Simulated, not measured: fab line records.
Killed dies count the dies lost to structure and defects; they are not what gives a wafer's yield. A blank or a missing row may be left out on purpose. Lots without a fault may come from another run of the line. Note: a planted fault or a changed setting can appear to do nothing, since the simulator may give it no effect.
Code-filled problem report in 8D (eight disciplines) form	flow berkeley-cmos170	the parts of the form that need people (team, actions taken, sign-off) are left out

1. WHAT IS WRONG
UCB170_M2_EXPOSE_12, exposure-dose-mJ-cm2: mean 25.851 on 3 wafers (1 lot); fault-free wafers 25.978, standard deviation 0.025. That is -5.1 standard deviations from the usual mean.
The step: exposes mask METAL2, target cd 700 nm.
Seen first at day 9 11:24 on krf-scanner-02, wafer L269.1. The record holds 15 wafers of 5 lots with a number at this step. Rule for "out" (also "out of limits"): further than 4 standard deviations from the usual mean. Any other wafer with a number is counted as sound.

2. WHAT THIS IS AND IS NOT
question	is	is not
which readings at this step	exposure-dose-mJ-cm2	focus-offset-nm
which lots	L269	L262, L277, L279, L281
which wafers of those lots	all that have a number	-
read on which tools	krf-scanner-02	krf-scanner-01
when	from day 9 11:24	up to then (3 sound wafers); but 9 sound wafers of L277, L279, L281 came after

3. SUSPECTS, AND WHAT RULES EACH OUT
Counting: a tool at any process step up to the reading remains a suspect when it ran all the lots that are out and ran no sound lot after the first of those.
- pvd-sputter-04 at UCB170_M2_SPUTTER_01 (material Al, target thk 900 nm, time 120 s): kept. It ran the lot that is out, L269 (day 9 09:26), and no sound lot after that.
- plasma-asher-03 at UCB170_M2_STRIP_07 (strips in O2): ruled out as a lasting fault. Sound lots L277 ran on it after its first lot that is out, L269 (day 9 10:23).
- krf-scanner-02 at UCB170_M2_EXPOSE_12 (exposes mask METAL2, target cd 700 nm): ruled out as a lasting fault. Sound lots L281 ran on it after its first lot that is out, L269 (day 9 11:24).
Left after counting: pvd-sputter-04 at UCB170_M2_SPUTTER_01.

4. THE CAUSE (what the simulator had put in)
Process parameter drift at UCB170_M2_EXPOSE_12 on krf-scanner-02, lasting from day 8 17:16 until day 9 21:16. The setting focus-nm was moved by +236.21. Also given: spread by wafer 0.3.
Counting ruled it out, wrongly.

5. SEQUENCE OF EFFECTS, ordered by route
One row per reading whose mean, taken over the struck wafers that have a number, lies over 3 standard deviations from the usual. Only readings for which the record gives a usual standard deviation are gone through. hours: the time from each lot's start at the first step in this table that gives one to its start at this step, as a median over the lots. sigmas: the change in usual standard deviations.
hours	step	reading	usual	on struck wafers	change	sigmas
0	UCB170_M2_EXPOSE_12	exposure-dose-mJ-cm2	25.978	25.851	-0.127	-5.1
Its process steps:
- UCB170_M2_EXPOSE_12: exposes mask METAL2, target cd 700 nm.

6. HOW IT WOULD HAVE BEEN CAUGHT EARLIER
First out-of-limits reading in this record: day 9 11:24, which is 18 hours after fault onset at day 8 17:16.
